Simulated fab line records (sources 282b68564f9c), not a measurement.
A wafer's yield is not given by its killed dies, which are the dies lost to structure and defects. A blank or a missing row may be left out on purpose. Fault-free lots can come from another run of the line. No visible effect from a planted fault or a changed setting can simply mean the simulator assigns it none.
Which tool did it? + flow rit_cmos + 15 lots with 45 wafers sampled at 2 steps, on a route of 202 steps

WHAT THE GAUGES SHOWED, per wafer
RIT_FOX2_THK_MEAS_91.
| lot  | measured    | on            | FIELD_OXIDE_LEFT_2_THK (nm) |
|------|-------------|---------------|-----------------------------|
| L554 | day 2 09:57 | film_metro-01 | 245 244 246                 |
| L555 | day 2 13:54 | film_metro-03 | 245 244 243                 |
| L556 | day 2 21:20 | film_metro-02 | 250 248 249                 |
| L557 | day 3 00:32 | film_metro-02 | 249 248 246                 |
| L559 | day 3 10:47 | film_metro-01 | 267 269 272                 |
| L561 | day 3 20:53 | film_metro-03 | 265 265 257                 |
| L562 | day 4 01:59 | film_metro-02 | 271 273 274                 |
| L563 | day 4 08:25 | film_metro-01 | 245 256 253                 |
| L564 | day 4 16:24 | film_metro-01 | 248 248 247                 |
| L565 | day 4 20:37 | film_metro-02 | 241 244 239                 |
| L568 | day 5 09:16 | film_metro-02 | 250 253 251                 |
| L569 | day 5 12:11 | film_metro-03 | 247 248 248                 |
| L570 | day 5 17:22 | film_metro-01 | 248 256 253                 |
| L573 | day 6 08:28 | film_metro-03 | 252 255 252                 |
| L574 | day 6 13:11 | film_metro-02 | 257 261 259                 |

RIT_GATE_OVL_MEAS_17.
| lot  | measured    | on         | GATE_OVL (nm)  |
|------|-------------|------------|----------------|
| L554 | day 2 17:36 | overlay-01 | -2.6 -0.6 -1.6 |
| L555 | day 2 18:05 | overlay-02 | -0.9 -1.7 -0.6 |
| L556 | day 3 01:52 | overlay-02 | 0.5 1.6 0.1    |
| L557 | day 3 05:37 | overlay-02 | 2.5 2.8 3.0    |
| L559 | day 3 15:54 | overlay-02 | 0.7 1.0 2.3    |
| L561 | day 4 05:21 | overlay-02 | -0.4 1.2 -1.4  |
| L562 | day 4 08:09 | overlay-02 | -1.0 0.4 -0.9  |
| L563 | day 4 13:01 | overlay-01 | -0.6 -0.1 -0.2 |
| L564 | day 4 23:01 | overlay-02 | -0.9 -1.0 0.1  |
| L565 | day 5 02:20 | overlay-01 | -1.5 -1.3 -4.9 |
| L568 | day 5 16:47 | overlay-02 | -3.0 -1.5 -1.0 |
| L569 | day 5 17:31 | overlay-02 | -2.0 -1.3 -0.2 |
| L570 | day 5 22:38 | overlay-01 | 0.2 -1.2 -0.1  |
| L573 | day 6 13:22 | overlay-01 | 1.2 0.4 2.1    |
| L574 | day 6 20:20 | overlay-02 | -3.3 -3.0 -2.1 |

TOOL THAT RAN EACH LOT (tool first, then ch and the chambers of the sampled wafers, then the start)
There is no process step in the record ahead of these readings.

WHAT THE TOOLS THEMSELVES READ (means of the sampled wafers that have a number; where no wafer has one, the mark that the record gives instead)
The record holds no such reading with a usual standard deviation.

THE ANSWER, worked out from the rows above alone
Rule: usual is defined by the lots themselves. Put in order of their means at a reading, lots are off if they are a third of the lots or fewer, leave a main group of 4 or more, and stand apart from it by a gap of 3 or more times the standard deviation of the main group's means; of several such gaps the widest counts. A main group is skipped when, at the precision printed for the reading in the tables above, its means are all equal. Also off: a lot with no number at a reading for which 4 or more lots have one. Any other lot the step has rows for is counted as sound. After the gauges, taken in route order, come the tools' own readings; for these a lot's mean is taken, as printed above. At the first step where some lot is off, the reading lying furthest off is the one used; lots without a number count as furthest.
No lot is off on any of the readings shown, so nothing can be concluded from this.

WHAT THE SIMULATOR HAD INSERTED
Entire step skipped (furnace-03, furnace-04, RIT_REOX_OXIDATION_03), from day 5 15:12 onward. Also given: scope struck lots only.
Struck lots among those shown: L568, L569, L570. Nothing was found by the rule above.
